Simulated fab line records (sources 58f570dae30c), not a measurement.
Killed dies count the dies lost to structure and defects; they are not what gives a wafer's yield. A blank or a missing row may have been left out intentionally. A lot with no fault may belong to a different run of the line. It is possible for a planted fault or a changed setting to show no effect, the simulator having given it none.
Comparing a struck lot with a sound one / flow berkeley-cmos170 / 43 out of 331 route steps
Sound: wafers L828.1, L828.4, L828.5. Struck: wafers L839.1, L839.4, L839.6. At the end, the cause is stated.
At each step with rows: each side's tool, then ch and its chambers, then its first start. Under that, the readings that differ: sound wafers / struck wafers / difference of the means / sigmas: that difference in standard deviations of wafers without a fault.
alike: a reading whose means differ by less than 2 such deviations, as well as words and numbers matching on both sides. not compared: withheld readings; readings where some wafer has no value; bounds like >300 that might hide an equal value; numbers whose values overlap and for which the record gives no deviation.
The two part at a step that has a row with sigmas, a row that says differs or no value, or rows on one side only. Non-overlapping numbers with no deviation appear without sigmas and do not part them. A reading that every wafer of one side lacks parts them only if that side has two wafers or more.

UCB170_GATE_ETCH_15: etches poly-Si in HBr/Cl2, stops on SiO2, time 56.3 s, target depth 278.2 nm.
  sound on rie-si-01 ch 0,1,2, day 8 08:35; struck on rie-si-01 ch 0,1, day 10 02:58
  alike: HBr_flow_sccm, drypump-motor-current-A, oes-product-au, throttle-valve-pct
  not compared: rf-hours-counter-h
UCB170_GATE_STRIP_16: strips in O2.
  sound on plasma-asher-03 ch 0,1, day 8 08:38; struck on plasma-asher-04 ch 0,1, day 10 03:01
  alike: drypump-motor-current-A, oes-product-au
  not compared: rf-hours-counter-h
UCB170_GATE_CD_MEAS_90: target cd 350 nm.
  sound on cd-sem-02 at day 8 08:44; struck on cd-sem-01 at day 10 03:07
  alike: cd-nm
then, 7 steps without rows for these wafers: UCB170_GATE_CLEAN_17 (cleans in SPM, time 600 s); UCB170_PLDD_HMDS_00 (prime time 60 s); UCB170_PLDD_COAT_01 (resist thk 900 nm); UCB170_PLDD_SOFTBAKE_02 (time 60 s); UCB170_PLDD_EXPOSE_03 (exposes mask PSELECT, target cd 1200 nm); UCB170_PLDD_PEB_04; UCB170_PLDD_DEVELOP_05 (develop time 45 s).
UCB170_PLDD_CD_MEAS_06: target cd 1200 nm.
  sound on cd-sem-02 at day 8 13:02; struck on cd-sem-01 at day 10 04:55
  alike: cd-nm
UCB170_PLDD_OVL_MEAS_07:
  sound on overlay-01 at day 8 13:10; struck on overlay-02 at day 10 05:02
  alike: PLDD_OVL
UCB170_PLDD_IMPLANT_08:
  sound on implanter-01 ch 0, day 8 13:12; struck on implanter-01 ch 0, day 10 05:05
reading=beam-on-s (s); sound=10.08 10.22 10.24; struck=11.28 11.72 11.31; difference=+1.26; sigmas=+7
reading=dose-ions-cm2; sound=4.999e+13 5.006e+13 5.004e+13; struck=6.495e+13 6.495e+13 6.503e+13; difference=+1.495e+13; sigmas=+99 or more
reading=faraday-current-uA; sound=157.2 154.1 154.2; struck=183.2 175.6 183.0; difference=+25.4; sigmas=+8
following that, these wafers have no rows for 1 step: UCB170_PLDD_IMPLANT_09.
UCB170_PLDD_STRIP_10: strips in O2.
  sound on plasma-asher-01 ch 0,1, day 8 13:30; struck on plasma-asher-01 ch 0,1, day 10 05:23
  alike: drypump-motor-current-A, oes-product-au, strip-time-to-endpoint-s
  not compared: rf-hours-counter-h
UCB170_PLDD_TW_MEAS_11:
  sound on film-metro-04 at day 8 13:36; struck on film-metro-01 at day 10 05:44
reading=PLDD_TW; sound=1005 1009 1001; struck=1051 1051 1052; difference=+46; sigmas=+6
  not compared: hold
then, 6 steps without rows for these wafers: UCB170_NLDD_HMDS_00 (prime time 60 s); UCB170_NLDD_COAT_01 (resist thk 900 nm); UCB170_NLDD_SOFTBAKE_02 (time 60 s); UCB170_NLDD_EXPOSE_03 (exposes mask NSELECT, target cd 1200 nm); UCB170_NLDD_PEB_04; UCB170_NLDD_DEVELOP_05 (develop time 45 s).
UCB170_NLDD_CD_MEAS_06: target cd 1200 nm.
  sound on cd-sem-01 at day 8 15:32; struck on cd-sem-01 at day 10 12:59
  alike: cd-nm
UCB170_NLDD_OVL_MEAS_07:
  sound on overlay-01 at day 8 15:39; struck on overlay-02 at day 10 13:07
reading=NLDD_OVL (nm); sound=12 6 12; struck=-5 -1 -12; difference=-16; sigmas=-3
then, 2 steps without rows for these wafers: UCB170_NLDD_IMPLANT_08; UCB170_NLDD_IMPLANT_09.
UCB170_NLDD_STRIP_10: strips in O2.
  sound on plasma-asher-04 ch 0,1, day 8 15:59; struck on plasma-asher-04 ch 0,1, day 10 13:27
  alike: drypump-motor-current-A, oes-product-au, strip-time-to-endpoint-s
  not compared: rf-hours-counter-h
UCB170_NLDD_TW_MEAS_11:
  sound on film-metro-01 at day 8 16:05; struck on film-metro-04 at day 10 13:33
  alike: NLDD_TW
then, 1 step without rows for these wafers: UCB170_NLDD_CLEAN_12 (cleans in SPM, time 600 s).
UCB170_SPACER_CVD_00: deposits SiO2 from TEOS/O2, target thk 376 nm, time 47 s.
  sound on pecvd-04 ch 0,2, day 8 16:20; struck on pecvd-03 ch 1,2, day 10 13:49
reading=heater-power-w (W); sound=314 333 316; struck=182 301 192; difference=-96; sigmas=-2
UCB170_SPACER_THK_MEAS_01:
  sound on film-metro-03 at day 8 16:23; struck on film-metro-01 at day 10 13:52
  alike: SPACER_TEOS_THK
then, 8 steps without rows for these wafers: UCB170_SPACER_ANNEAL_02 (time 1800 s); UCB170_SPACER_ETCHBACK_03 (etches SiO2 in CHF3/CF4/Ar, stops on Si, target depth 376 nm, time 100 s); UCB170_PSD_HMDS_00 (prime time 60 s); UCB170_PSD_COAT_01 (resist thk 900 nm); UCB170_PSD_SOFTBAKE_02 (time 60 s); UCB170_PSD_EXPOSE_03 (exposes mask PSELECT MOD, target cd 1200 nm); UCB170_PSD_PEB_04; UCB170_PSD_DEVELOP_05 (develop time 45 s).
UCB170_PSD_CD_MEAS_06: target cd 1200 nm.
  sound on cd-sem-01 at day 8 22:57; struck on cd-sem-02 at day 10 17:17
  alike: cd-nm
UCB170_PSD_OVL_MEAS_07:
  sound on overlay-02 at day 8 23:04; struck on overlay-02 at day 10 17:25
  alike: PSD_OVL
UCB170_SDANNEAL_RS_MEAS_04: measures by four-point-probe.
  sound on film-metro-04 at day 9 04:11; struck on film-metro-04 at day 11 00:02
reading=PLDD_RS (ohm/sq); sound=1032.4 1029.5 1031.6; struck=924.8 925.8 923.3; difference=-106.5; sigmas=-37
  not compared: hold
UCB170_M3_PROBE_99:
  only the struck wafers here have rows in the record (prober-02, day 12 00:12); the sound ones have none

## WHERE THEY PART
At UCB170_PLDD_IMPLANT_08 first; at UCB170_M3_PROBE_99 last (within this record only).

WHY: what had been put in by the simulator
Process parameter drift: implanter-01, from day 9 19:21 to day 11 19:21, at UCB170_PLDD_IMPLANT_08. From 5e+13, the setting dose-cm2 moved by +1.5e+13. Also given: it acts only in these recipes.
